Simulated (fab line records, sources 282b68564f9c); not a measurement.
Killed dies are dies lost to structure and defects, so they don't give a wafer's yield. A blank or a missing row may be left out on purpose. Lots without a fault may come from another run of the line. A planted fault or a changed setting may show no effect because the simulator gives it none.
Chamber matching | flow rit_cmos | RIT_SDANNEAL_CLEAN_00 on wet_bench-04: 3 sister chambers
The step cleans in SC1, time 600 s. 3 wafers are shown with their chamber, then 7 later ones without.

WAFERS WITH THEIR CHAMBER
wafer  | chamber | bath_guard_temp_C (C)
L845.6 | 3       | 75.0
L846.5 | 0       | 74.9
L848.4 | 1       | 75.1

WAFERS WITHOUT THEIR CHAMBER
wafer  | bath_guard_temp_C (C)
L848.5 | 74.7
L849.1 | 74.7
L849.3 | 74.9
L849.6 | 74.8
L862.2 | 75.1
L862.3 | 74.6
L862.4 | 74.9

WHICH CHAMBER EACH WENT THROUGH
wafer  | from the rows above          | in truth
L848.5 | can't be placed: 0 or 3 or 1 | 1
L849.1 | can't be placed: 0 or 3 or 1 | 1
L849.3 | can't be placed: 0 or 3 or 1 | 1
L849.6 | can't be placed: 0 or 3 or 1 | 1
L862.2 | can't be placed: 1 or 3 or 0 | 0
L862.3 | can't be placed: 0 or 3 or 1 | 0
L862.4 | can't be placed: 0 or 3 or 1 | 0
Placed correctly: 0 of 7. Can't be placed from these rows: 7 (the true chamber is among the candidates in 7). Placed wrongly: 0.
How it was worked out, from the rows above alone: a wafer's distance from a chamber is the root of the sum, over the readings, of the square of ((its reading less the chamber's mean) divided by the reading's scatter). The wafer belongs to the nearest chamber; if the next one is less than 2 further off, it can't be placed. A chamber's mean is the mean of its shown wafers. The scatter: with one shown wafer a chamber, the root of the mean of the squares of how far each hidden wafer lies from its nearest shown one.
